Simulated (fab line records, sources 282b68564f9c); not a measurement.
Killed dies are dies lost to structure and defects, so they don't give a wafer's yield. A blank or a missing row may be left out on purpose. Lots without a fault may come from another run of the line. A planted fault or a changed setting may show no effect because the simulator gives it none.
Which tool did it? | flow rit_cmos | 14 lots, 42 wafers sampled, at 1 step of a route of 202

WHAT THE GAUGES READ, wafer by wafer
The record holds no reading of a measuring or inspecting step that can be judged against a usual standard deviation.

WHICH TOOL RAN EACH LOT (tool, then ch and the chambers of the sampled wafers, then the start)
lot  | RIT_NLDD_EXPOSE_03
L196 | iline_stepper-02 ch 0, day 3 03:43
L197 | iline_stepper-02 ch 0, day 3 06:53
L198 | iline_stepper-02 ch 0, day 3 13:07
L200 | iline_stepper-02 ch 0, day 3 23:17
L201 | iline_stepper-02, day 4 03:31
L202 | iline_stepper-01, day 4 09:28
L209 | iline_stepper-01 ch 0, day 5 19:08
L210 | iline_stepper-01 ch 0, day 6 00:34
L211 | iline_stepper-01 ch 0, day 6 08:00
L212 | iline_stepper-01 ch 0, day 6 12:23
L213 | iline_stepper-01 ch 0, day 6 15:23
L215 | iline_stepper-02 ch 0, day 7 01:17
L216 | iline_stepper-02 ch 0, day 7 07:16
L217 | iline_stepper-01 ch 0, day 7 13:34
- RIT_NLDD_EXPOSE_03: exposes mask M7, target cd 40700 nm.

WHAT THE TOOLS THEMSELVES READ (means of the sampled wafers that have a number; where no wafer has one, the mark that the record gives instead)
RIT_NLDD_EXPOSE_03. Usual: exposure_dose_mJ_cm2 249.93, standard deviation 0.24; focus_offset_nm -0.1 nm, standard deviation 0.46.
lot  | tool             | exposure_dose_mJ_cm2 | focus_offset_nm (nm) | flag
L196 | iline_stepper-02 | 250.11               | -0.4                 |
L197 | iline_stepper-02 | 250.14               | -0.6                 |
L198 | iline_stepper-02 | 250.07               | 0.0                  |
L200 | iline_stepper-02 | 250.10               | 0.1                  |
L201 | iline_stepper-02 | -                    | -                    | OFF
L202 | iline_stepper-01 | -                    | -                    | OFF
L209 | iline_stepper-01 | 250.26               | -0.1                 |
L210 | iline_stepper-01 | 249.97               | 0.1                  |
L211 | iline_stepper-01 | 249.79               | -0.1                 |
L212 | iline_stepper-01 | 249.97               | 0.1                  |
L213 | iline_stepper-01 | 249.49               | -0.1                 |
L215 | iline_stepper-02 | 249.59               | 0.4                  |
L216 | iline_stepper-02 | 250.18               | -0.6                 |
L217 | iline_stepper-01 | 250.14               | -0.3                 |

THE ANSWER, worked out from the rows above alone
Rule: a lot is off if the mean of its wafers that have a number lies more than 3 standard deviations from the usual mean. A lot without any number at a reading at which 4 lots or more have one is off too. The other lots that the step has rows for count as sound. The gauges are gone through in route order, then the tools' own readings, and for those a lot's mean is taken as printed above. The first step at which some lot is off is used, and at that step the reading that is off furthest; a lot without a number counts as furthest.
Off: L201, L202, at RIT_NLDD_EXPOSE_03 (exposure_dose_mJ_cm2). Without a number there: L201, L202.
A tool fits if, at that step or a process step before it, it ran every lot that is off, and no sound lot after the first of them. None of those tried fits.

WHAT THE SIMULATOR HAD PUT IN
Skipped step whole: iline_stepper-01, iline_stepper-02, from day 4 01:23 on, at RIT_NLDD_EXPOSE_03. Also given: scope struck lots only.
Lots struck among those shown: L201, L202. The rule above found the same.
